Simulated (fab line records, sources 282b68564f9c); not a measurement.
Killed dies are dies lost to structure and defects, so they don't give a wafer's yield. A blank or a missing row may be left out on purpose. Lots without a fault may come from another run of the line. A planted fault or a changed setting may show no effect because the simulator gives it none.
One fault seen from 2 desks | flow rit_cmos | each desk has only its own numbers; what lay behind them comes last

THE TOOL OWNER'S DESK: litho_track-02
The tool's own readings at RIT_NSD_COAT_01 (resist thk 1000 nm): means of the sampled wafers that have a number, for each lot that ran on this tool. A lot is out of limits, marked OUT, if its mean lies more than 4 standard deviations from the usual mean; the brackets give that distance.
Columns: A = chill_plate_temp_C at RIT_NSD_COAT_01, usual 23.00 C; B = spin_speed_rpm at RIT_NSD_COAT_01, usual 3249.7 rpm
lot  | first seen here | A     | B
L564 | day 4 04:22     | 23.09 | 3246.5
L565 | day 4 08:16     | 22.95 | 3751.1 (+99 or more) OUT
L567 | day 4 21:56     | 22.99 | 3749.6 (+99 or more) OUT
This desk's finding: out of limits on L565, L567; first on L565, day 4 08:16 (spin_speed_rpm at RIT_NSD_COAT_01). In limits: L564.

THE METROLOGY DESK
What the gauges read, lot by lot, whatever tool the lot ran on: means of the sampled wafers that have a number. A lot is out of limits, marked OUT, if its mean lies more than 4 standard deviations from the usual mean; the brackets give that distance.
Columns: A = PLDD_OVL at RIT_PLDD_OVL_MEAS_06, usual 1.0 nm; B = PLDD_TW at RIT_PLDD_TW_MEAS_10, usual 2375; C = SPACER_NITRIDE_THK at RIT_SPACER_THK_MEAS_04, usual 250.5 nm; D = NSD_OVL at RIT_NSD_OVL_MEAS_06, usual 0.3 nm
lot  | first seen here | A    | B    | C     | D
L562 | day 3 15:53     | -1.4 | 2357 | 249.2 | 0.3
L564 | day 4 01:09     | 1.8  | 2368 | 247.6 | 2.6
L565 | day 4 05:02     | 0.5  | 2389 | 252.3 | 1.1
L567 | day 4 18:41     | 0.7  | 2365 | 247.2 | 0.7
L568 | day 5 00:59     | 1.5  | 2355 | 251.5 | -1.2
L580 | day 7 09:49     | 0.1  | 2375 | 252.6 | -1.0
This desk's finding: nothing out of limits on any of the 6 lots.

PUT TOGETHER
The tool owner's desk could have raised an alarm at day 4 08:16, on L565, L567.
The metrology desk saw nothing out of limits.
The metrology desk has L565, L567 on record, within its limits.
Of the lots named, all ran RIT_NSD_COAT_01 on litho_track-02.

WHAT THE SIMULATOR HAD PUT IN
Process parameter drift: litho_track-02, from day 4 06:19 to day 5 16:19, at RIT_NSD_COAT_01. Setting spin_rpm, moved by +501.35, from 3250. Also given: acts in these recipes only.
Lots struck among those shown: L565, L567.
Hours from the fault's start to each desk's first reading out of limits: the tool owner's desk, 2.
